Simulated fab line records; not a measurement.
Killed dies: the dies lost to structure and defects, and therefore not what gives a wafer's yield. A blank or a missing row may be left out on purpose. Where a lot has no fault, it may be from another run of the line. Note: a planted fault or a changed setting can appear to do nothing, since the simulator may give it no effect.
A struck lot beside a sound one / flow berkeleyCmos170 / 17 out of 331 route steps
Sound: wafers L853.1, L853.2, L853.6. Struck: wafers L859.4, L859.6. (L859.3 of the same lot was not struck and is left out.) The cause comes at the end.
Order at every step that has rows: each side's tool, ch and its chambers, its first start. Under that, the readings that differ: sound wafers / struck wafers / difference of the means / sigmas: that difference in standard deviations of wafers without a fault.
alike: a reading whose means differ by less than 2 such deviations, as well as words and numbers matching on both sides. not compared: withheld readings; readings where some wafer has no value; bounds like >300 that might hide an equal value; numbers whose values overlap and for which the record gives no deviation.
Wherever a step has rows on one side only, a row that says differs or no value, or a row with sigmas, the two part there. Numbers that have no deviation but don't overlap get no sigmas and don't part them. A reading that every wafer of one side lacks parts them only if that side has two wafers or more.

first, 1 step without rows for these wafers: UCB170_M3_SOFTBAKE_06 (time 60 s).
UCB170_M3_STRIP_07: strips in O2.
  sound on plasmaAsher-01 ch 0,1, day 8 10:51; struck on plasmaAsher-04 ch 0, day 9 02:16
  alike: drypumpMotorCurrentA, oesProductAu, stripTimeToEndpointS
  not compared: rfHoursCounterH
then, 7 steps without rows for these wafers: UCB170_M3_STRIP_08 (strips KrF in DMSO, time 600 s); UCB170_M3_COAT_09; UCB170_M3_COAT_10 (resist thk 900 nm); UCB170_M3_SOFTBAKE_11 (time 60 s); UCB170_M3_EXPOSE_12 (exposes mask METAL3, target cd 700 nm); UCB170_M3_PEB_13; UCB170_M3_DEVELOP_14 (develop time 45 s).
UCB170_M3_CD_MEAS_15 targets a cd of 700 nm.
  struck on cdSem-02, day 9 03:40; sound on cdSem-02, day 8 12:18
  alike: cdNm
UCB170_M3_OVL_MEAS_16:
  struck on overlay-02, day 9 03:45; sound on overlay-02, day 8 12:25
  alike: M3_OVL
UCB170_M3_ETCH_17: etches BARC in N2/H2.
  sound on rieDiel-02 ch 1,2,3, day 8 12:27; struck on rieDiel-01 ch 3, day 9 03:47
  alike: drypumpMotorCurrentA, oesProductAu, throttleValvePct
UCB170_M3_METAL_ETCH_18: etches Al in Cl2/BCl3, stops on SiO2, target depth 1170 nm, time 195 s.
  sound on rieMetal-02 ch 0,1, day 8 12:29; struck on rieMetal-02 ch 0, day 9 03:53
reading=oesProductAu (a.u.); sound=0.867 0.863 0.867; struck=0.809 0.807; difference=-0.058; sigmas=-5
reading=model.KrF_of_M3_COAT_10.thkNm (nm); sound=188.9 220.3 186.4; struck=417.1 422.6; difference=+221.3; sigmas=
reading=model.M3.featureDepthNm (nm); sound=978.5 972.5 978; struck=819.7 809.7; difference=-161.6; sigmas=
reading=model.etch.depthNm (nm); sound=920.5 917.2 919.8; struck=819.7 809.7; difference=-104.5; sigmas=
  alike: bcl3FlowSccm, drypumpMotorCurrentA, throttleValvePct
  not compared: rfHoursCounterH
UCB170_M3_STRIP_19: strips in O2.
  sound on plasmaAsher-03 ch 0,1, day 8 12:41; struck on plasmaAsher-03 ch 0,1, day 9 04:02
reading=oesProductAu (a.u.); sound=0.516 0.546 0.519; struck=0.721 0.715; difference=+0.191; sigmas=+12
  alike: drypumpMotorCurrentA
  not compared: rfHoursCounterH
UCB170_M3_CD_MEAS_90 targets a cd of 700 nm.
  struck on cdSem-02, day 9 04:09; sound on cdSem-01, day 8 12:47
reading=cdNm (nm); sound=705 705 703; struck=715 716; difference=+11; sigmas=+3
UCB170_M3_BOW_MEAS_20:
  struck on filmMetro-04, day 9 04:16; sound on filmMetro-03, day 8 12:54
  alike: M3_BOW
UCB170_M3_PROBE_99:
  struck on prober-01, day 9 04:30; sound on prober-02, day 8 13:01
reading=model.etest.antennaM2.short; sound=0 0 0; struck=1 1; difference=+1; sigmas=
reading=model.etest.antennaM2.overLimit; sound=0 0 0; struck=1 1; difference=+1; sigmas=
reading=model.etest.antennaM3.short; sound=0 0 0; struck=1 1; difference=+1; sigmas=
reading=model.etest.antennaM3.overLimit; sound=0 0 0; struck=1 1; difference=+1; sigmas=

WHERE THEY PART
First at UCB170_M3_METAL_ETCH_18; last, within this record, at UCB170_M3_CD_MEAS_90. Later steps at which nothing parts them and some readings are alike: UCB170_M3_BOW_MEAS_20.

WHY: the cause the simulator had injected
rieMetal-02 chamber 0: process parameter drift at UCB170_M3_METAL_ETCH_18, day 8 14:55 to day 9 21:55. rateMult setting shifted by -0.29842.
